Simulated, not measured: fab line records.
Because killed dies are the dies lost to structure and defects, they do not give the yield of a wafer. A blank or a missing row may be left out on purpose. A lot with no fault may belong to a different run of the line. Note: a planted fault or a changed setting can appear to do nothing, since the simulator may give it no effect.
Which of the tools did it? ; flow rit-cmos ; 13 lots with 39 wafers sampled at 3 steps, on a route of 202 steps

== WHAT THE GAUGES SHOWED, per wafer ==
RIT_M1_RS_MEAS_01: uses a four-point probe to measure. Usual: for M1_AL_RS the level is 0.0731 ohm/sq and the standard deviation is 0.0011.
lot;measured;on;M1_AL_RS (ohm/sq);flag
L290;day 3 13:06;film-metro-03;0.0723 0.0710 0.0711;
L291;day 3 17:35;film-metro-01;0.0730 0.0723 0.0731;
L292;day 4 01:17;film-metro-03;0.0732 0.0717 0.0730;
L293;day 4 04:07;film-metro-01;0.0743 0.0745 0.0744;
L294;day 4 07:37;film-metro-01;0.0727 0.0725 0.0719;
L295;day 4 13:29;film-metro-01;0.0758 0.0762 0.0759;
L297;day 5 01:52;film-metro-04;0.0723 0.0736 0.0729;
L298;day 5 07:29;film-metro-03;0.0707 0.0727 0.0716;
L305;day 6 19:08;film-metro-01;0.0736 0.0717 0.0439;OFF
L307;day 7 02:39;film-metro-01;0.0739 0.0738 0.0738;
L308;day 7 05:23;film-metro-04;0.0722 0.0737 0.0723;
L310;day 7 18:11;film-metro-04;0.0727 0.0731 0.0727;
L311;day 7 22:25;film-metro-04;0.0738 0.0732 0.0734;

RIT_M1_THK_MEAS_02: measures by xrf. Usual: for M1_AL_THK the level is 398 nm and the standard deviation is 6.6.
lot;measured;on;M1_AL_THK (nm);flag
L290;day 3 13:13;film-metro-03;402 410 410;
L291;day 3 17:42;film-metro-01;399 402 399;
L292;day 4 01:23;film-metro-03;396 405 396;
L293;day 4 04:14;film-metro-01;390 394 392;
L294;day 4 07:44;film-metro-01;401 402 406;
L295;day 4 13:36;film-metro-01;384 383 385;
L297;day 5 01:57;film-metro-04;403 396 400;
L298;day 5 07:37;film-metro-03;410 402 408;
L305;day 6 19:15;film-metro-01;395 404 657;OFF
L307;day 7 02:45;film-metro-01;394 396 396;
L308;day 7 05:31;film-metro-04;399 392 396;
L310;day 7 18:17;film-metro-04;398 393 397;
L311;day 7 22:32;film-metro-04;390 392 392;

== WHICH TOOL RAN EACH LOT (tool, then ch and the chambers of the sampled wafers, then the start) ==
lot;RIT_M1_SPUTTER_00
L290;pvd-sputter-02, day 3 12:47
L291;pvd-sputter-01, day 3 17:14
L292;pvd-sputter-02, day 4 00:56
L293;pvd-sputter-01, day 4 03:49
L294;pvd-sputter-02, day 4 07:19
L295;pvd-sputter-01, day 4 13:10
L297;pvd-sputter-02, day 5 01:31
L298;pvd-sputter-02, day 5 07:12
L305;pvd-sputter-02, day 6 18:50
L307;pvd-sputter-01, day 7 02:19
L308;pvd-sputter-04, day 7 05:05
L310;pvd-sputter-04, day 7 17:51
L311;pvd-sputter-01, day 7 22:07
- RIT_M1_SPUTTER_00: material Al, target thk 400 nm, time 500 s.

== WHAT THE TOOLS THEMSELVES READ (means of the sampled wafers that have a number; where no wafer has one, the mark that the record gives instead) ==
RIT_M1_SPUTTER_00. Usual: 30.5 % for throttle-valve-pct, sd 1.4.
lot;tool;throttle-valve-pct (%);flag
L290;pvd-sputter-02;31.1;
L291;pvd-sputter-01;28.6;
L292;pvd-sputter-02;31.3;
L293;pvd-sputter-01;29.1;
L294;pvd-sputter-02;31.0;
L295;pvd-sputter-01;29.7;
L297;pvd-sputter-02;31.0;
L298;pvd-sputter-02;31.6;
L305;pvd-sputter-02;31.4;
L307;pvd-sputter-01;28.8;
L308;pvd-sputter-04;30.8;
L310;pvd-sputter-04;30.8;
L311;pvd-sputter-01;29.7;

== THE ANSWER, worked out from the rows above alone ==
Rule: a lot is off if the mean of its wafers that have a number lies more than 3 standard deviations from the usual mean. A lot without any number at a reading at which 4 lots or more have one is off too. All remaining lots with rows at the step are treated as sound. Order of review: gauges by route order, followed by the tools' own readings, for which a lot's mean as printed above is used. The first step at which some lot is off is used, and at that step the reading that is off furthest; a lot without a number counts as furthest.
Off: L305, seen at RIT_M1_RS_MEAS_01 (M1_AL_RS).
If a tool, at a process step before that reading, ran all the lots that are off and no sound lot after the first of them, it fits. Those tools and the gauges at RIT_M1_RS_MEAS_01 are tried in the same way. One candidate fits, namely pvd-sputter-02 at RIT_M1_SPUTTER_00. Its last sound lot is L298 (day 5 07:12), its first lot that is off L305 (day 6 18:50): a fault that began between those two fits.

== WHAT THE SIMULATOR PUT IN ==
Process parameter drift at RIT_M1_SPUTTER_00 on pvd-sputter-02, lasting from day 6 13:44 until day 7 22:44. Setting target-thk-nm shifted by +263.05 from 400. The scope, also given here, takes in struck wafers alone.
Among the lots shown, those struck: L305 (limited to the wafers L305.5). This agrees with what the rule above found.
